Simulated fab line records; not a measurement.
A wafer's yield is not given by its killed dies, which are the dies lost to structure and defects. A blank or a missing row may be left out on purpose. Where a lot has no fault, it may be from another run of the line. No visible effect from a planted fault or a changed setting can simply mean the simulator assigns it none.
fab line records -- flow ritCmos
[record] lots = 6, wafers = 18, lastDay = 7
route steps=202 shown SPACER@127 NSD@131 PSD@142 SDANNEAL@153 PLDD@159 M1@202
lots untouched by any fault: they come from a run of this same line in which no faults occurred
startH: the number of hours between the record's first day and the start of the first shown wafer of the lot -- waitH: hours from the lot's prior step to this one -- " as in the row above -- L1.1+2: a single row standing in for several wafers -- - value missing, or start not given -- * or withheld: withheld -- < > ~ a bound
route shown NAME@n: NAME is a module with steps in the file, n the number in the route of the first one -- usual: mean and standard deviation over wafers with no fault -- same: alike in all rows -- chamber/n: place in a boat -- sites: the reading at each site -- _std_site: standard deviation across them -- _edge_site: mean of outer sites minus mean of inner sites -- radiusMm: for every site, how far away it sits from the centre of the wafer -- mask NAME#n: copy n -- behind: the tool/chamber that last shaped the wafer -- hold: reason for holding the lot/hours on hold/outcome of the hold -- device: transistor that didn't switch, given as n, p or np -- end of line: at the end of the route, the tests of the same wafers -- where a step has no rows: the recipe by itself -- killed: not the wafer's yield, but the dies lost to structure and defects at the first sort -- map: shows each die of a wafer: x if killed, . if not, _ if none is there
set.NAME: the setting that was run; set.NAME@STEP: the one run at that earlier step -- model.NAME: the simulator's own value behind a step, which no gauge read
lots at some steps of the route; a table a step, a row a wafer
services: a tool's chamber out of use, with start hour (startH, from the record's first day; less than 0 if before it), hours out, and reason
[[steps]]
[step RIT_SPACER_CLEAN_02]
[recipe] chemistry = SC2, mix = 3:3:50, timeS = 600, tempC = 75, dry = n2Spin
[step RIT_SPACER_CVD_03]
[recipe] material = Si3N4, targetThkNm = 250, tempC = 810, precursor = SiH2Cl2/NH3, timeS = 3300, pressureMtorr = 300, sih2cl2FlowSccm = 60, nh3FlowSccm = 150
[step RIT_SPACER_THK_MEAS_04]
[recipe] reads = Si3N4_of_SPACER_CVD_03
[usual] SPACER_NITRIDE_THK = 250.8/2.4
lot.wafer,tool,chamber,startH,waitH,SPACER_NITRIDE_THK[nm]
L261.1,filmMetro-02,-,71.11,0.0,252.5
L261.4,filmMetro-02,-,71.11,0.0,253.8
L261.5,filmMetro-02,-,71.11,0.0,253.1
L268.2,filmMetro-04,-,109.15,0.0,250.2
L268.5,filmMetro-04,-,109.15,0.0,249.7
L268.6,filmMetro-04,-,109.15,0.0,252.4
L274.1,filmMetro-02,-,133.80,0.0,252.0
L274.2,filmMetro-02,-,133.80,0.0,250.1
L274.6,filmMetro-02,-,133.80,0.0,251.6
L272.2,filmMetro-02,-,133.96,0.0,250.3
L272.3,filmMetro-02,-,133.96,0.0,249.0
L272.5,filmMetro-02,-,133.96,0.0,249.9
L278.1,filmMetro-04,-,147.59,0.0,253.3
L278.2,filmMetro-04,-,147.59,0.0,255.5
L278.5,filmMetro-04,-,147.59,0.0,255.3
L281.2,filmMetro-03,-,157.63,0.0,249.2
L281.4,filmMetro-03,-,157.63,0.0,250.6
L281.5,filmMetro-03,-,157.63,0.0,251.1
[step RIT_SPACER_ETCHBACK_05]
[recipe] targetDepthA = 2500, SF6_flow_sccm = 30, CHF3_flow_sccm = 30, target = Si3N4, chemistry = SF6/CHF3, pressureMtorr = 40, rfW = 250, timeS = 240, stopOn = SiO2
[usual] drypumpMotorCurrentA = 5.9/0.38, oesProductAu = 0.844/0.013, rfFwdPowerW = 249.2/0.81, throttleValvePct = 10.29/0.11
[same] timeS = 240
lot.wafer,tool,chamber,startH,waitH,drypumpMotorCurrentA,oesProductAu,rfFwdPowerW,rfHoursCounterH,throttleValvePct
L261.1,rieDiel-02,0,71.17,0.1,5.7,0.837,249.3,145,10.27
L261.4,rieDiel-02,2,71.17,0.1,6.1,0.850,248.7,153,10.15
L261.5,rieDiel-02,1,71.17,0.1,6.0,0.866,249.7,-,10.31
L268.2,rieDiel-02,1,109.20,0.0,6.0,0.864,249.7,18,10.31
L268.5,rieDiel-02,0,109.20,0.0,5.7,0.839,247.9,-,10.29
L268.6,rieDiel-02,3,109.20,0.0,5.8,0.833,248.9,-,10.17
L274.1,rieDiel-02,0,133.86,0.1,5.7,0.842,248.6,146,10.28
L274.2,rieDiel-02,3,133.86,0.1,5.8,0.827,248.4,113,10.17
L274.6,rieDiel-02,1,133.86,0.1,6.0,0.862,249.4,-,10.31
L272.2,rieDiel-01,2,134.01,0.0,5.0,0.837,251.3,7,10.35
L272.3,rieDiel-01,3,134.01,0.0,6.3,0.835,250.2,68,10.22
L272.5,rieDiel-01,1,134.01,0.0,5.8,0.841,250.1,-,10.25
L278.1,rieDiel-02,3,147.65,0.1,5.7,0.834,250.6,113,10.17
L278.2,rieDiel-02,0,147.65,0.1,5.7,0.852,249.7,146,10.28
L278.5,rieDiel-02,2,147.65,0.1,6.1,0.869,249.2,-,10.20
L281.2,rieDiel-02,2,157.68,0.0,6.1,0.854,247.8,0,10.20
L281.4,rieDiel-02,0,157.68,0.0,5.7,0.829,249.2,146,10.28
L281.5,rieDiel-02,0,157.68,0.0,5.7,0.845,248.8,-,10.30
[step RIT_NSD_HMDS_00]
[recipe] primeTimeS = 60, primeTempC = 140
[step RIT_NSD_COAT_01]
[recipe] resist = NOVOLAK, spinRpm = 3250, resistThkNm = 1000
[step RIT_NSD_SOFTBAKE_02]
[recipe] resist = NOVOLAK, tempC = 90, timeS = 60
[step RIT_NSD_EXPOSE_03]
[recipe] maskId = M9, na = 0.57, targetCdNm = 40700, doseMj = 250
[step RIT_NSD_PEB_04]
[recipe] resist = NOVOLAK, tempC = withheld, timeS = withheld
[step RIT_NSD_DEVELOP_05]
[recipe] resist = NOVOLAK, developTimeS = 50, devTempC = 23
[step RIT_NSD_OVL_MEAS_06]
[usual] NSD_OVL = 0.1/1.5
lot.wafer,tool,chamber,startH,waitH,NSD_OVL[nm]
L261.1,overlay-01,-,72.30,-,-0.7
L261.4,overlay-01,-,72.30,-,-0.1
L261.5,overlay-01,-,72.30,-,0.1
L268.2,overlay-01,-,110.71,-,0.6
L268.5,overlay-01,-,110.71,-,-1.9
L268.6,overlay-01,-,110.71,-,0.0
L274.1,overlay-01,-,134.99,-,-0.5
L274.2,overlay-01,-,134.99,-,-0.3
L274.6,overlay-01,-,134.99,-,-1.1
L272.2,overlay-01,-,135.24,-,-1.3
L272.3,overlay-01,-,135.24,-,1.5
L272.5,overlay-01,-,135.24,-,1.2
L278.1,overlay-02,-,148.80,-,-3.4
L278.2,overlay-02,-,148.80,-,-3.4
L278.5,overlay-02,-,148.80,-,-2.2
L281.2,overlay-01,-,158.75,-,-0.8
L281.4,overlay-01,-,158.75,-,1.5
L281.5,overlay-01,-,158.75,-,-0.1
[step RIT_NSD_HARDBAKE_07]
[recipe] resist = NOVOLAK, tempC = 140, timeS = 60
[step RIT_NSD_IMPLANT_08]
[recipe] species = P, energyKev = 25, doseCm2 = 1e+15, tiltDeg = 7
[usual] doseIonsCm2 = 9.999e+14/1.1e+12, faradayCurrentUA = 3130/60
lot.wafer,tool,chamber,startH,waitH,doseIonsCm2,faradayCurrentUA
L261.1,implanter-03,0,72.48,0.1,1.0002e+15,3159
L261.4,implanter-03,0,72.48,0.1,9.993e+14,3212
L261.5,implanter-03,0,72.48,0.1,1.0002e+15,3166
L268.2,implanter-01,0,110.91,0.1,1.0007e+15,3186
L268.5,implanter-01,0,110.91,0.1,1.001e+15,3355
L268.6,implanter-01,0,110.91,0.1,1.0008e+15,3070
L274.1,implanter-03,0,135.18,0.1,1.0014e+15,3126
L274.2,implanter-03,0,135.18,0.1,1.0009e+15,3154
L274.6,implanter-03,0,135.18,0.1,1.0011e+15,3093
L272.2,implanter-01,0,135.44,0.1,1.1694e+15,3672
L272.3,implanter-01,0,135.44,0.1,1.1693e+15,3722
L272.5,implanter-01,0,135.44,0.1,1.169e+15,3608
L278.1,implanter-01,0,148.98,0.1,1.1678e+15,3681
L278.2,implanter-01,0,148.98,0.1,1.1692e+15,3649
L278.5,implanter-01,0,148.98,0.1,1.1689e+15,3610
L281.2,implanter-04,0,158.96,0.1,1.0005e+15,3140
L281.4,implanter-04,0,158.96,0.1,9.992e+14,3137
L281.5,implanter-04,0,158.96,0.1,9.992e+14,3269
[step RIT_NSD_STRIP_09]
[recipe] chemistry = O2, timeS = 180, resist = NOVOLAK, platenTempC = withheld, powerW = 500, pressureMtorr = 4000, o2FlowSccm = 4000
[usual] drypumpMotorCurrentA = 5.7/0.35
[same] timeS = 180
lot.wafer,tool,chamber,startH,waitH,drypumpMotorCurrentA,rfHoursCounterH
L261.1,plasmaAsher-03,1,72.63,0.1,5.5,35
L261.4,plasmaAsher-03,1,72.63,0.1,5.5,-
L261.5,plasmaAsher-03,0,72.63,0.1,5.7,-
L268.2,plasmaAsher-04,0,111.04,0.1,5.3,47
L268.5,plasmaAsher-04,1,111.04,0.1,5.7,-
L268.6,plasmaAsher-04,0,111.04,0.1,5.3,-
L274.1,plasmaAsher-02,0,135.33,0.1,5.5,3
L274.2,plasmaAsher-02,1,135.33,0.1,6.5,3
L274.6,plasmaAsher-02,0,135.33,0.1,5.5,-
L272.2,plasmaAsher-03,0,135.57,0.1,5.7,42
L272.3,plasmaAsher-03,0,135.57,0.1,5.7,-
L272.5,plasmaAsher-03,0,135.57,0.1,5.7,-
L278.1,plasmaAsher-04,1,149.13,0.1,5.7,52
L278.2,plasmaAsher-04,0,149.13,0.1,5.3,52
L278.5,plasmaAsher-04,0,149.13,0.1,5.3,-
L281.2,plasmaAsher-03,0,159.08,0.1,5.7,46
L281.4,plasmaAsher-03,1,159.08,0.1,5.6,-
L281.5,plasmaAsher-03,1,159.08,0.1,5.6,-
[step RIT_NSD_TW_MEAS_10]
[usual] NSD_TW = 3136/15
lot.wafer,tool,chamber,startH,waitH,NSD_TW
L261.1,filmMetro-02,-,72.81,0.1,3156
L261.4,filmMetro-02,-,72.81,0.1,3146
L261.5,filmMetro-02,-,72.81,0.1,3156
L268.2,filmMetro-02,-,111.22,0.1,3107
L268.5,filmMetro-02,-,111.22,0.1,3099
L268.6,filmMetro-02,-,111.22,0.1,3109
L274.1,filmMetro-02,-,135.50,0.1,3143
L274.2,filmMetro-02,-,135.50,0.1,3127
L274.6,filmMetro-02,-,135.50,0.1,3136
L272.2,filmMetro-03,-,135.75,0.1,3240
L272.3,filmMetro-03,-,135.75,0.1,3229
L272.5,filmMetro-03,-,135.75,0.1,3243
L278.1,filmMetro-01,-,149.31,0.1,3243
L278.2,filmMetro-01,-,149.31,0.1,3225
L278.5,filmMetro-01,-,149.31,0.1,3246
L281.2,filmMetro-01,-,159.27,0.1,3126
L281.4,filmMetro-01,-,159.27,0.1,3121
L281.5,filmMetro-01,-,159.27,0.1,3130
[step RIT_PSD_HMDS_00]
[recipe] primeTimeS = 60, primeTempC = 140
[step RIT_PSD_COAT_01]
[recipe] resist = NOVOLAK, spinRpm = 3250, resistThkNm = 1000
[step RIT_PSD_SOFTBAKE_02]
[recipe] resist = NOVOLAK, tempC = 90, timeS = 60
[step RIT_PSD_EXPOSE_03]
[recipe] maskId = M10, na = 0.57, targetCdNm = 40900, doseMj = 250
[step RIT_PSD_PEB_04]
[recipe] resist = NOVOLAK, tempC = withheld, timeS = withheld
[step RIT_PSD_DEVELOP_05]
[recipe] resist = NOVOLAK, developTimeS = 50, devTempC = 23
[step RIT_PSD_OVL_MEAS_06]
[usual] PSD_OVL = -0.9/1.4
lot.wafer,tool,chamber,startH,waitH,PSD_OVL[nm]
L261.1,overlay-01,-,73.72,-,-1.3
L261.4,overlay-01,-,73.72,-,-3.7
L261.5,overlay-01,-,73.72,-,-0.7
L268.2,overlay-02,-,112.78,-,0.1
L268.5,overlay-02,-,112.78,-,1.2
L268.6,overlay-02,-,112.78,-,1.1
L274.1,overlay-01,-,136.59,-,-0.2
L274.2,overlay-01,-,136.59,-,0.3
L274.6,overlay-01,-,136.59,-,0.5
L272.2,overlay-01,-,137.08,-,-1.8
L272.3,overlay-01,-,137.08,-,-4.0
L272.5,overlay-01,-,137.08,-,-1.9
L278.1,overlay-02,-,150.22,-,-1.7
L278.2,overlay-02,-,150.22,-,-2.7
L278.5,overlay-02,-,150.22,-,-1.4
L281.2,overlay-02,-,160.20,-,-1.3
L281.4,overlay-02,-,160.20,-,-0.4
L281.5,overlay-02,-,160.20,-,-0.2
[step RIT_PSD_HARDBAKE_07]
[recipe] resist = NOVOLAK, tempC = 140, timeS = 60
[step RIT_PSD_IMPLANT_08]
[recipe] species = BF2, energyKev = 27, doseCm2 = 5e+15, tiltDeg = 7
[step RIT_PSD_STRIP_09]
[recipe] chemistry = O2, timeS = 180, resist = NOVOLAK, platenTempC = withheld, powerW = 500, pressureMtorr = 4000, o2FlowSccm = 4000
[usual] drypumpMotorCurrentA = 5.56/0.27
[same] timeS = 180
lot.wafer,tool,chamber,startH,waitH,drypumpMotorCurrentA,rfHoursCounterH
L261.1,plasmaAsher-03,0,74.05,0.1,5.68,35
L261.4,plasmaAsher-03,1,74.05,0.1,5.56,-
L261.5,plasmaAsher-03,1,74.05,0.1,5.57,-
L268.2,plasmaAsher-04,0,113.48,0.1,5.40,47
L268.5,plasmaAsher-04,0,113.48,0.1,5.33,-
L268.6,plasmaAsher-04,1,113.48,0.1,5.72,-
L274.1,plasmaAsher-03,1,136.94,0.1,5.55,42
L274.2,plasmaAsher-03,0,136.94,0.1,5.67,42
L274.6,plasmaAsher-03,0,136.94,0.1,5.66,-
L272.2,plasmaAsher-04,0,137.41,0.1,5.33,50
L272.3,plasmaAsher-04,1,137.41,0.1,5.73,-
L272.5,plasmaAsher-04,1,137.41,0.1,5.77,-
L278.1,plasmaAsher-01,1,150.55,0.1,5.01,37
L278.2,plasmaAsher-01,0,150.55,0.1,5.98,37
L278.5,plasmaAsher-01,0,150.55,0.1,5.96,-
L281.2,plasmaAsher-01,1,160.53,0.1,5.04,38
L281.4,plasmaAsher-01,1,160.53,0.1,5.02,-
L281.5,plasmaAsher-01,0,160.53,0.1,5.92,-
[step RIT_PSD_TW_MEAS_10]
[usual] PSD_TW = 3446/19
lot.wafer,tool,chamber,startH,waitH,PSD_TW
L261.1,filmMetro-01,-,74.23,0.1,3444
L261.4,filmMetro-01,-,74.23,0.1,3448
L261.5,filmMetro-01,-,74.23,0.1,3440
L268.2,filmMetro-02,-,113.67,0.1,3422
L268.5,filmMetro-02,-,113.67,0.1,3410
L268.6,filmMetro-02,-,113.67,0.1,3420
L274.1,filmMetro-01,-,137.12,0.1,3449
L274.2,filmMetro-01,-,137.12,0.1,3464
L274.6,filmMetro-01,-,137.12,0.1,3456
L272.2,filmMetro-02,-,137.60,0.1,3452
L272.3,filmMetro-02,-,137.60,0.1,3444
L272.5,filmMetro-02,-,137.60,0.1,3452
L278.1,filmMetro-03,-,150.73,0.1,3440
L278.2,filmMetro-03,-,150.73,0.1,3472
L278.5,filmMetro-03,-,150.73,0.1,3452
L281.2,filmMetro-02,-,160.71,0.1,3450
L281.4,filmMetro-02,-,160.71,0.1,3429
L281.5,filmMetro-02,-,160.71,0.1,3448
[step RIT_SDANNEAL_CLEAN_00]
[recipe] chemistry = SC1, mix = 3:3:50, timeS = 600, tempC = 75
[step RIT_SDANNEAL_CLEAN_01]
[recipe] chemistry = dHF, dilution = 50:1, timeS = 30
[step RIT_SDANNEAL_CLEAN_02]
[recipe] chemistry = SC2, mix = 3:3:50, timeS = 600, tempC = 75, dry = n2Spin
[step RIT_SDANNEAL_RTA_03]
[recipe] tempC = 1050, timeS = 5, idleTempC = 600, rampUpCPerS = 342, rampDownCPerS = 171, coolToC = 600, ambient = N2
[usual] chamberO2Ppm = 2.003/0.021, wafer_temp_C_max = 1053.5/1.1
[same] timeS = 5
lot.wafer,tool,chamber,startH,waitH,chamberO2Ppm,wafer_temp_C_max
L261.1,rtpAnneal-02,0,74.65,0.0,1.993,1054.9
L261.4,rtpAnneal-02,0,74.65,0.0,1.994,1054.1
L261.5,rtpAnneal-02,0,74.65,0.0,2.000,1053.4
L268.2,rtpAnneal-01,0,114.10,0.0,1.966,1052.5
L268.5,rtpAnneal-01,0,114.10,0.0,2.020,1053.0
L268.6,rtpAnneal-01,0,114.10,0.0,1.986,1053.5
L274.1,rtpAnneal-01,0,137.55,0.0,1.995,1052.2
L274.2,rtpAnneal-01,0,137.55,0.0,1.999,1054.3
L274.6,rtpAnneal-01,0,137.55,0.0,1.988,1054.2
L272.2,rtpAnneal-02,0,138.03,0.0,2.019,1053.2
L272.3,rtpAnneal-02,0,138.03,0.0,2.042,1054.5
L272.5,rtpAnneal-02,0,138.03,0.0,2.067,1055.3
L278.1,rtpAnneal-01,0,151.16,0.0,2.025,1052.2
L278.2,rtpAnneal-01,0,151.16,0.0,1.981,1051.9
L278.5,rtpAnneal-01,0,151.16,0.0,1.984,1054.5
L281.2,rtpAnneal-02,0,161.14,0.0,1.994,1051.9
L281.4,rtpAnneal-02,0,161.14,0.0,1.995,1055.3
L281.5,rtpAnneal-02,0,161.14,0.0,1.986,1053.1
[step RIT_SDANNEAL_RS_MEAS_04]
[recipe] thkMeasGauge = four-point-probe
[usual] PSD_RS = 115.8/0.31
lot.wafer,tool,chamber,startH,waitH,PSD_RS[ohm/sq]
L261.1,filmMetro-01,-,74.71,0.0,115.7
L261.4,filmMetro-01,-,74.71,0.0,115.5
L261.5,filmMetro-01,-,74.71,0.0,115.6
L268.2,filmMetro-01,-,114.33,0.2,115.5
L268.5,filmMetro-01,-,114.33,0.2,115.4
L268.6,filmMetro-01,-,114.33,0.2,115.4
L274.1,filmMetro-01,-,137.60,0.0,116.4
L274.2,filmMetro-01,-,137.60,0.0,116.1
L274.6,filmMetro-01,-,137.60,0.0,116.2
L272.2,filmMetro-02,-,138.09,0.1,116.3
L272.3,filmMetro-02,-,138.09,0.1,116.1
L272.5,filmMetro-02,-,138.09,0.1,116.2
L278.1,filmMetro-02,-,151.21,0.0,116.0
L278.2,filmMetro-02,-,151.21,0.0,115.9
L278.5,filmMetro-02,-,151.21,0.0,116.0
L281.2,filmMetro-03,-,161.21,0.1,116.3
L281.4,filmMetro-03,-,161.21,0.1,116.4
L281.5,filmMetro-03,-,161.21,0.1,115.9
[step RIT_SDANNEAL_RS_MEAS_05]
[recipe] thkMeasGauge = four-point-probe
[usual] NSD_RS = 84.54/0.26
lot.wafer,tool,chamber,startH,waitH,NSD_RS[ohm/sq]
L261.1,filmMetro-01,-,74.83,0.1,84.18
L261.4,filmMetro-01,-,74.83,0.1,84.15
L261.5,filmMetro-01,-,74.83,0.1,84.53
L268.2,filmMetro-01,-,114.45,0.1,84.64
L268.5,filmMetro-01,-,114.45,0.1,84.28
L268.6,filmMetro-01,-,114.45,0.1,84.77
L274.1,filmMetro-01,-,137.72,0.1,84.60
L274.2,filmMetro-01,-,137.72,0.1,84.67
L274.6,filmMetro-01,-,137.72,0.1,84.59
L272.2,filmMetro-02,-,138.21,0.1,74.77
L272.3,filmMetro-02,-,138.21,0.1,74.89
L272.5,filmMetro-02,-,138.21,0.1,74.62
L278.1,filmMetro-02,-,151.33,0.1,75.11
L278.2,filmMetro-02,-,151.33,0.1,74.94
L278.5,filmMetro-02,-,151.33,0.1,74.72
L281.2,filmMetro-03,-,161.33,0.1,84.70
L281.4,filmMetro-03,-,161.33,0.1,84.38
L281.5,filmMetro-03,-,161.33,0.1,84.43
[step RIT_SDANNEAL_RS_MEAS_06]
[recipe] thkMeasGauge = four-point-probe
[usual] PLDD_RS = 178.6/0.5
lot.wafer,tool,chamber,startH,waitH,PLDD_RS[ohm/sq]
L261.1,filmMetro-01,-,74.95,0.1,177.5
L261.4,filmMetro-01,-,74.95,0.1,177.4
L261.5,filmMetro-01,-,74.95,0.1,177.6
L268.2,filmMetro-01,-,114.57,0.1,177.7
L268.5,filmMetro-01,-,114.57,0.1,177.8
L268.6,filmMetro-01,-,114.57,0.1,178.1
L274.1,filmMetro-01,-,137.84,0.1,178.4
L274.2,filmMetro-01,-,137.84,0.1,178.3
L274.6,filmMetro-01,-,137.84,0.1,178.8
L272.2,filmMetro-02,-,138.33,0.1,178.7
L272.3,filmMetro-02,-,138.33,0.1,179.1
L272.5,filmMetro-02,-,138.33,0.1,179.2
L278.1,filmMetro-02,-,151.45,0.1,178.4
L278.2,filmMetro-02,-,151.45,0.1,178.8
L278.5,filmMetro-02,-,151.45,0.1,179.0
L281.2,filmMetro-03,-,161.45,0.1,178.6
L281.4,filmMetro-03,-,161.45,0.1,178.9
L281.5,filmMetro-03,-,161.45,0.1,178.1
[step RIT_M1_PROBE_99]
[usual] killedAtContacts = 0.1/0.25, killedAtFrontEnd = 7/3.1, killedDies = 7/3.2, killedOpen = 3.3/2, killedShort = 3.5/2
[same] grossDies = 264, killed_at_M0_to_M3 = 0, killed_at_M4_up = 0, killedAtBackSide = 0, killedAtOther = 0
lot.wafer,tool,chamber,startH,waitH,killedAtContacts,killedAtFrontEnd,killedDies,killedOpen,killedShort,model.etest.nmos_0p3.rOnOhmUm,model.etest.contactNplus.endOhmUm,model.etest.nmos_0p15.toxInvNm
L261.1,prober-02,-,81.95,0.1,0,6,6,2,4,2168,41.69,4.454
L261.4,prober-02,-,82.10,0.2,0,9,9,4,5,2181,42.18,4.542
L261.5,prober-02,-,82.15,0.2,0,3,3,1,2,2114,41.18,4.549
L268.2,prober-01,-,128.31,0.1,0,12,12,8,4,2190,42.24,4.597
L268.5,prober-01,-,128.46,0.2,0,5,5,2,3,2222,43.32,4.567
L268.6,prober-01,-,128.51,0.2,0,5,5,3,2,2203,42.39,4.545
L272.2,prober-01,-,145.72,0.1,0,7,7,5,2,2127,34.03,4.329
L272.3,prober-01,-,145.77,0.2,0,5,5,2,3,2049,33.38,4.382
L272.5,prober-01,-,145.87,0.2,0,9,9,7,2,2057,33.52,4.392
L274.1,prober-02,-,147.17,0.1,0,4,4,3,1,2145,43.31,4.5
L274.2,prober-02,-,147.22,0.1,0,4,4,1,3,2097,42.3,4.42
L274.6,prober-02,-,147.42,0.2,0,6,6,3,3,2106,41.24,4.528
L278.1,prober-01,-,158.89,0.1,0,6,6,4,2,2202,33.88,4.432
L278.2,prober-01,-,158.94,0.1,0,11,11,5,6,2141,33,4.4
L278.5,prober-01,-,159.09,0.2,0,6,6,4,2,2161,32.74,4.477
L281.2,prober-02,-,168.89,0.1,0,2,2,1,1,2160,41.91,4.402
L281.4,prober-02,-,168.99,0.2,0,4,4,2,2,2148,42.52,4.472
L281.5,prober-02,-,169.04,0.2,1,6,7,1,6,2154,43.32,4.435
// killed by level:class
L261.1 FOX2:geometricParticle:short=1 GATE:geometricParticle:open=1 GATE:geometricParticle:short=1 SPACER:geometricParticle:short=1 SILICIDE:geometricParticle:short=1 SILICIDE:geometricParticle:open=1
L261.4 GATE:geometricParticle:short=4 FOX1:geometricParticle:open=1 FOX2:geometricParticle:short=1 FOX2:geometricParticle:open=1 GATE:geometricParticle:open=1 REOX:geometricParticle:open=1
L261.5 GATE:geometricParticle:open=1 REOX:geometricParticle:short=1 SILICIDE:geometricParticle:short=1
L268.2 SILICIDE:geometricParticle:open=4 FOX1:geometricParticle:open=2 SPACER:geometricParticle:short=2 FOX2:geometricParticle:short=1 REOX:geometricParticle:open=1 SPACER:geometricParticle:open=1 SILICIDE:geometricParticle:short=1
L268.5 FOX1:geometricParticle:short=1 FOX1:geometricParticle:open=1 FOX2:geometricParticle:short=1 SPACER:geometricParticle:short=1 SILICIDE:geometricParticle:open=1
L268.6 FOX1:geometricParticle:short=1 FOX2:geometricParticle:open=1 REOX:geometricParticle:open=1 SPACER:geometricParticle:short=1 SILICIDE:geometricParticle:open=1
L272.2 GATE:geometricParticle:open=2 REOX:geometricParticle:open=2 REOX:geometricParticle:short=2 SILICIDE:geometricParticle:open=1
L272.3 GATE:geometricParticle:open=1 GATE:geometricParticle:short=1 REOX:geometricParticle:short=1 SPACER:geometricParticle:open=1 SILICIDE:geometricParticle:short=1
L272.5 REOX:geometricParticle:open=3 SPACER:geometricParticle:open=2 FOX1:geometricParticle:short=1 FOX1:geometricParticle:open=1 GATE:geometricParticle:short=1 SILICIDE:geometricParticle:open=1
L274.1 GATE:geometricParticle:short=1 GATE:geometricParticle:open=1 REOX:geometricParticle:open=1 SILICIDE:geometricParticle:open=1
L274.2 FOX1:geometricParticle:short=2 FOX2:geometricParticle:open=1 GATE:geometricParticle:short=1
L274.6 FOX1:geometricParticle:open=1 GATE:geometricParticle:short=1 REOX:geometricParticle:short=1 REOX:geometricParticle:open=1 SPACER:geometricParticle:open=1 SPACER:geometricParticle:short=1
L278.1 REOX:geometricParticle:open=2 FOX2:geometricParticle:short=1 GATE:geometricParticle:open=1 REOX:geometricParticle:short=1 SPACER:geometricParticle:open=1
L278.2 SILICIDE:geometricParticle:short=3 REOX:geometricParticle:short=2 REOX:geometricParticle:open=2 FOX1:geometricParticle:short=1 GATE:geometricParticle:open=1 SPACER:geometricParticle:open=1 SILICIDE:geometricParticle:open=1
L278.5 GATE:geometricParticle:open=3 FOX1:geometricParticle:short=1 GATE:geometricParticle:short=1 SPACER:geometricParticle:open=1
L281.2 SILICIDE:geometricParticle:short=1 SILICIDE:geometricParticle:open=1
L281.4 GATE:geometricParticle:short=2 GATE:geometricParticle:open=1 SILICIDE:geometricParticle:open=1
L281.5 SILICIDE:geometricParticle:short=3 GATE:geometricParticle:short=1 REOX:geometricParticle:open=1 REOX:geometricParticle:short=1 CONTACT:geometricParticle:short=1
[[services]]
tool,chamber,startH,hours,kind
plasmaAsher-03,-,67.92,3.8,repair
implanter-01,-,78.30,2.3,repair
implanter-04,-,79.93,0.6,repair
implanter-01,-,80.56,20.9,pm
plasmaAsher-02,-,108.75,9.0,pm
plasmaAsher-02,0,108.75,9.0,ventCycle
plasmaAsher-02,1,108.75,9.0,ventCycle
rieDiel-01,2,109.64,9.8,repair
plasmaAsher-01,-,112.30,2.8,pm
rieDiel-02,2,112.83,11.1,repair
plasmaAsher-02,0,117.75,-,clean
plasmaAsher-02,1,117.75,-,clean
rieDiel-02,2,123.92,-,clean
rieDiel-02,2,123.92,16.1,scheduledDown
rieDiel-02,2,123.92,16.1,ventCycle
plasmaAsher-03,-,130.17,3.4,repair
[[key]]
[firstSign] step = RIT_NSD_IMPLANT_08, reading = doseIonsCm2, direction = up, sigmas = 99+, usual = 9.999e+14, struck = 1.169e+15
[effect] step = RIT_NSD_IMPLANT_08, reading = faradayCurrentUA, direction = up, sigmas = 8.7, usual = 3130, struck = 3657
[effect] step = RIT_NSD_TW_MEAS_10, reading = NSD_TW, direction = up, sigmas = 6.8, usual = 3136, struck = 3238
[effect] step = RIT_SDANNEAL_RS_MEAS_05, reading = NSD_RS, direction = down, sigmas = 38, usual = 84.54, struck = 74.84
[modelEffect] step = RIT_M1_PROBE_99, value = etest.nmos_0p3.rOnOhmUm, without = 2184, struck = 2123
metAt RIT_NSD_IMPLANT_08
struckWafers L272.2,L272.3,L272.5,L278.1,L278.2,L278.5
testerLeftOut L272,L278
onsetBetween 110.91 135.44
[fault] kind = processParameterDrift, tool = implanter-01, chamber = -, onsetH = 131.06, steps = RIT_NSD_IMPLANT_08, channel = doseCm2, offset = 1.7e+14, shape = step, endH = 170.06, actsIn = theseRecipesOnly, stated = 1e+15
// testerLeftOut: of these lots the tester's yield and bins aren't shown, on N5 and GAA mostly nor the transistor test; their killed dies are dies lost to structure and defects alone, not to doping, threshold or leakage, so they don't give the yield
